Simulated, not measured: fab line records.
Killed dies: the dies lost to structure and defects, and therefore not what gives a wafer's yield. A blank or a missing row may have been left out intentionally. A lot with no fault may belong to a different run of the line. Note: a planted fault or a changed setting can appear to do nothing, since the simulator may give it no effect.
8D (eight disciplines) problem report, filled in by code ; flow berkeleyCmos170 ; the parts of the form that need people (team, actions taken, sign-off) are left out

1. PROBLEM STATEMENT
Across 6 wafers from 2 lots, PFIELD_TW at UCB170_PFIELD_TW_MEAS_09 averages 493, while fault-free wafers read 598 with a standard deviation of 3. That puts it -35 standard deviations away from the usual mean.
The first sign was on wafer L952.3 at day 8 02:14, on filmMetro-02. The record holds 42 wafers of 14 lots with a number at this step. By rule, "out" or "out of limits" means more than 4 standard deviations away from the usual mean. The rest of the wafers with a number are treated as sound.

2. WHAT IT IS, AND WHAT IT ISN'T
question;is;is not
which readings at this step;PFIELD_TW;-
which lots;L952, L953;L934, L935, L936, L937, L939, L942, L944, L948, L951, L955, L956, L957
which wafers of those lots;all that have a number;-
read on which gauges;filmMetro-01, filmMetro-02;filmMetro-04
when;from day 8 02:14;"up to then (27 sound wafers); but 9 sound wafers of L955, L956, L957 came after"

3. THE SUSPECTS, EACH WITH WHAT RULES IT OUT
Counting: a tool stays on the suspect list if, at a process step up to the reading, it processed all lots that are out and no sound lot following the first of them.
- the gauge at UCB170_PFIELD_TW_MEAS_09: ruled out. 2 gauges (filmMetro-01, filmMetro-02) read the wafers that are out.
- implanter-03 at UCB170_PFIELD_IMPLANT_07: kept. It ran every lot that is out, first L952 (day 8 02:01), and no sound lot after that; its last sound lot up to then is L937 (day 5 03:25). Out on those wafers are its own readings of doseIonsCm2, faradayCurrentUA.
After counting, what remains is implanter-03 at UCB170_PFIELD_IMPLANT_07.

4. THE CAUSE (what the simulator had put in)
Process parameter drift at UCB170_PFIELD_IMPLANT_07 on implanter-03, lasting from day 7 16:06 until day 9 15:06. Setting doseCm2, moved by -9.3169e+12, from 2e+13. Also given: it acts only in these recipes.
After counting, this tool was the only one left.

5. SEQUENCE OF EFFECTS, ordered by route
Each row: a reading where the mean over the struck wafers with a number is more than 3 standard deviations away from the usual. Only readings for which the record gives a usual standard deviation are gone through. hours: the time from each lot's start at the first step in this table that gives one to its start at this step, as a median over the lots. sigmas: the change in usual standard deviations.
hours;step;reading;usual;on struck wafers;change;sigmas
0;UCB170_PFIELD_IMPLANT_07;doseIonsCm2;2e+13;1e+13;-9e+12;-99 or more
0;UCB170_PFIELD_IMPLANT_07;faradayCurrentUA;63.3;33.6;-29.7;-25
0;UCB170_PFIELD_TW_MEAS_09;PFIELD_TW;598;493;-105;-35
The process steps in it:
- UCB170_PFIELD_IMPLANT_07

6. HOW IT WOULD HAVE BEEN CAUGHT EARLIER
10 hours passed between the start of the fault at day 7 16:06 and the first reading out of limits at a measuring or inspecting step in this record, taken at day 8 02:14.
The tool's own readings at UCB170_PFIELD_IMPLANT_07 were out on every struck wafer that the step has a row for (doseIonsCm2, faradayCurrentUA): an alarm limit on them would have fired on the first of those.
Among the 2 lots that are out, L953 began UCB170_PFIELD_IMPLANT_07 on implanter-03 after day 8 02:14. It would have been spared by a hold on the tool at that moment.
